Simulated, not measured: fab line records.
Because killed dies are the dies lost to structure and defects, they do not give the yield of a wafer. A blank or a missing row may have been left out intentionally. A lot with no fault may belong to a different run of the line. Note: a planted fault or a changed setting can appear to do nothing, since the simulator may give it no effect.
A lot that was struck, set against a sound lot | flow rit cmos | 44 steps out of a route of 202
Sound: the wafers L722.2, L722.3, L722.6. Struck: wafers L728.1, L728.3, L728.6. At the end, the cause is stated.
Per side, at each step with rows, come the tool, then ch with its chambers, and then its first start. Under that, the readings that differ: sound wafers | struck wafers | difference of the means | sigmas: that difference in standard deviations of wafers without a fault.
alike: readings whose means differ by less than 2 such deviations, and words and numbers that are the same on both sides. not compared: withheld readings, readings that some wafer has no value for, bounds like >300 that may hide the same value, and numbers for which the record gives no deviation and whose values overlap.
A row with sigmas, a row that says differs or no value, or rows on one side alone: a step with any of these is where the two part. Numbers that don't overlap but have no deviation are shown without sigmas and don't part them. A reading that every wafer of one side lacks parts them only if that side has two wafers or more.

first, 2 steps without rows for these wafers: RIT_NLDD_HARDBAKE_07 (time 60 s); RIT_NLDD_IMPLANT_08.
RIT_NLDD_STRIP_09: strips in O2, time 180 s.
  sound on plasma asher-01 ch 1, day 2 20:51; struck on plasma asher-03 ch 0,1, day 4 05:34
  alike: chamber pressure mTorr, drypump motor current A
  not compared: rf hours counter h
RIT_NLDD_TW_MEAS_10:
  struck on film metro-03, day 4 05:44; sound on film metro-03, day 2 21:02
  alike: NLDD_TW
then, 6 steps without rows for these wafers: RIT_PLDD_HMDS_00 (prime time 60 s); RIT_PLDD_COAT_01 (resist thk 1000 nm); RIT_PLDD_SOFTBAKE_02 (time 60 s); RIT_PLDD_EXPOSE_03 (exposes mask M8, target cd 40900 nm); RIT_PLDD_PEB_04; RIT_PLDD_DEVELOP_05 (develop time 50 s).
RIT_PLDD_OVL_MEAS_06:
  struck on overlay-01, day 4 06:38; sound on overlay-01, day 2 21:56
  alike: PLDD_OVL
then, 1 step without rows for these wafers: RIT_PLDD_HARDBAKE_07 (time 60 s).
RIT_PLDD_IMPLANT_08:
  sound on implanter-04 ch 0, day 2 22:09; struck on implanter-04 ch 0, day 4 06:50
  reading                   | sound                | struck               | difference | sigmas
  beam energy keV           | 20.001 19.994 19.997 | 21.948 21.941 21.947 | +1.948     | +99 or more
  tilt deg (degrees)        | 7.039 7.033 7.064    | 7.004 6.997 6.994    | -0.047     | -2
  model.implant.rp nm (nm)  | 17.95 17.95 17.95    | 18.59 18.59 18.59    | +0.64      |
  model.implant.drp nm (nm) | 9.752 9.752 9.752    | 10.41 10.41 10.41    | +0.66      |
RIT_PLDD_STRIP_09: strips in O2, time 180 s.
  sound on plasma asher-03 ch 0,1, day 2 22:16; struck on plasma asher-04 ch 1, day 4 06:59
  alike: chamber pressure mTorr, drypump motor current A
  not compared: rf hours counter h
RIT_PLDD_TW_MEAS_10:
  struck on film metro-03, day 4 07:09; sound on film metro-03, day 2 22:28
  reading | sound          | struck         | difference | sigmas
  PLDD_TW | 2345 2352 2345 | 2394 2392 2393 | +46        | +5
then, 4 steps without rows for these wafers: RIT_SPACER_CLEAN_00 (cleans in SC1, time 623.6 s); RIT_SPACER_CLEAN_01 (cleans in dHF, time 30 s); RIT_SPACER_CLEAN_02 (cleans in SC2, time 600 s); RIT_SPACER_CVD_03 (deposits Si3N4 from SiH2Cl2/NH3, target thk 250 nm, time 3300 s).
RIT_SPACER_THK_MEAS_04:
  struck on film metro-03, day 4 09:29; sound on film metro-03, day 3 00:49
  alike: SPACER_NITRIDE_THK
RIT_SPACER_ETCHBACK_05: etches Si3N4 in SF6/CHF3, stops on SiO2, target depth 250 nm, time 240 s.
  sound on rie diel-02 ch 0,1,2, day 3 00:52; struck on rie diel-01 ch 0,1, day 4 09:33
  alike: chamber pressure mTorr, drypump motor current A, oes product au, throttle valve pct
  not compared: rf hours counter h
then, 6 steps without rows for these wafers: RIT_NSD_HMDS_00 (prime time 60 s); RIT_NSD_COAT_01 (resist thk 1000 nm); RIT_NSD_SOFTBAKE_02 (time 60 s); RIT_NSD_EXPOSE_03 (exposes mask M9, target cd 40700 nm); RIT_NSD_PEB_04; RIT_NSD_DEVELOP_05 (develop time 50 s).
RIT_NSD_OVL_MEAS_06:
  struck on overlay-01, day 4 10:33; sound on overlay-02, day 3 01:52
  alike: NSD_OVL
then, 2 steps without rows for these wafers: RIT_NSD_HARDBAKE_07 (time 60 s); RIT_NSD_IMPLANT_08.
RIT_NSD_STRIP_09: strips in O2, time 180 s.
  sound on plasma asher-01 ch 0,1, day 3 02:19; struck on plasma asher-02 ch 0,1, day 4 10:53
  alike: chamber pressure mTorr, drypump motor current A
  not compared: rf hours counter h
RIT_NSD_TW_MEAS_10:
  struck on film metro-03, day 4 11:04; sound on film metro-03, day 3 02:30
  alike: NSD_TW
then, 6 steps without rows for these wafers: RIT_PSD_HMDS_00 (prime time 60 s); RIT_PSD_COAT_01 (resist thk 1000 nm); RIT_PSD_SOFTBAKE_02 (time 60 s); RIT_PSD_EXPOSE_03 (exposes mask M10, target cd 40900 nm); RIT_PSD_PEB_04; RIT_PSD_DEVELOP_05 (develop time 50 s).
RIT_PSD_OVL_MEAS_06:
  struck on overlay-01, day 4 12:19; sound on overlay-02, day 3 03:25
  alike: PSD_OVL
then, 2 steps without rows for these wafers: RIT_PSD_HARDBAKE_07 (time 60 s); RIT_PSD_IMPLANT_08.
RIT_PSD_STRIP_09: strips in O2, time 180 s.
  sound on plasma asher-01 ch 0,1, day 3 03:44; struck on plasma asher-02 ch 0, day 4 12:40
  alike: chamber pressure mTorr, drypump motor current A
  not compared: rf hours counter h
RIT_SDANNEAL_RS_MEAS_06: the measuring method here is four-point-probe.
  struck on film metro-02, day 4 13:34; sound on film metro-04, day 3 04:40
  reading          | sound             | struck            | difference | sigmas
  PLDD_RS (ohm/sq) | 177.9 178.0 178.0 | 172.9 173.1 172.7 | -5.1       | -11
RIT_M1_PROBE_99:
  struck on prober-01, day 4 20:41; sound on prober-01, day 3 11:57
  reading                                    | sound                   | struck                 | difference | sigmas
  killed at contacts                         | 1 0 1                   | 0 0 0                  | -1         | -2
  model.etest.pldd.rs ohm sq                 | 461.8 449.5 470.2       | 436 429.1 415.3        | -34        |
  model.etest.pldd.line ohm um               | 144.7 141.7 146.2       | 136.9 132.9 128.4      | -11.5      |
  model.etest.pmos turned.drive ua um        | 202.2 200.8 196.9       | 216.1 219.9 220.1      | +18.7      |
  model.etest.pmos_0p15.drive ua um          | 264.8 260.9 261.6       | 287.8 291.2 291        | +27.6      |
  model.etest.pmos_0p15.off log10 a um       | -10.15 -10.28 -10.13    | -9.535 -9.468 -9.525   | +0.677     |
  model.etest.retro edge pmos.off log10 a um | -10.08 -10.16 -10.01    | -9.337 -9.323 -9.23    | +0.787     |
  model.etest.pmos_0p15.bv v (V)             | 5.65 5.646 5.657        | 5.624 5.572 5.491      | -0.089     |
  model.etest.pmos_0p15.vt sat v (V)         | -0.2917 -0.2947 -0.2946 | -0.2491 -0.2473 -0.246 | +0.0462    |
  alike: killed at front end, killed dies, killed on rim, killed open, killed short

WHERE THEY PART
At RIT_PLDD_IMPLANT_08 first; at RIT_M1_PROBE_99 last (within this record only).

WHY: the cause the simulator had injected
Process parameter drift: implanter-04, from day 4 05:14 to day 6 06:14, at RIT_PLDD_IMPLANT_08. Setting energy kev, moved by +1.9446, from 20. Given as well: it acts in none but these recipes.
